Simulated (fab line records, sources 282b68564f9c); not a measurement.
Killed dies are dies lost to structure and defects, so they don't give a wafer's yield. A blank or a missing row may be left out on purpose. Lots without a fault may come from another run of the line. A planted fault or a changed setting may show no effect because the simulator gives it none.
One fault seen from 2 desks | flow rit_cmos | each desk has only its own numbers; what lay behind them comes last

THE METROLOGY DESK
What the gauges read, lot by lot, whatever tool the lot ran on: means of the sampled wafers that have a number. A lot is out of limits, marked OUT, if its mean lies more than 4 standard deviations from the usual mean; the brackets give that distance.
Columns: A = CONTACT_TEOS_THK at RIT_CONTACT_THK_MEAS_01, usual 401 nm; B = cd_nm at RIT_CONTACT_CD_MEAS_08, usual 1001.2 nm; C = CONTACT_OVL at RIT_CONTACT_OVL_MEAS_09, usual -1.0 nm
lot  | first seen here | A   | B      | C
L853 | day 3 12:05     | 403 | 1002.1 | -0.4
L856 | day 4 01:21     | 397 | 999.2  | -1.8
L864 | day 5 22:54     | 396 | 1004.5 | -1.0
L870 | day 7 01:58     | 403 | 1000.4 | -2.6
L871 | day 7 07:50     | 402 | 1000.5 | -1.9
This desk's finding: nothing out of limits on any of the 5 lots.

THE TOOL OWNER'S DESK: rie_diel-01
The tool's own readings at RIT_CONTACT_ETCH_11 (etches SiO2 in CHF3/CF4/Ar, stops on TiSi2, target depth 480 nm, time 320 s): means of the sampled wafers that have a number, for each lot that ran on this tool. A lot is out of limits, marked OUT, if its mean lies more than 4 standard deviations from the usual mean; the brackets give that distance.
Columns: A = drypump_motor_current_A at RIT_CONTACT_ETCH_11, usual 5.7 A; B = oes_product_au at RIT_CONTACT_ETCH_11, usual 0.986 a.u.; C = throttle_valve_pct at RIT_CONTACT_ETCH_11, usual 8.87 %
lot  | first seen here | A   | B     | C
L853 | day 3 13:37     | 5.2 | 0.986 | 8.91
L864 | day 6 00:14     | 5.8 | 0.983 | 8.96
This desk's finding: nothing out of limits on any of the 2 lots.

PUT TOGETHER
The metrology desk saw nothing out of limits.
The tool owner's desk saw nothing out of limits.

WHAT THE SIMULATOR HAD PUT IN
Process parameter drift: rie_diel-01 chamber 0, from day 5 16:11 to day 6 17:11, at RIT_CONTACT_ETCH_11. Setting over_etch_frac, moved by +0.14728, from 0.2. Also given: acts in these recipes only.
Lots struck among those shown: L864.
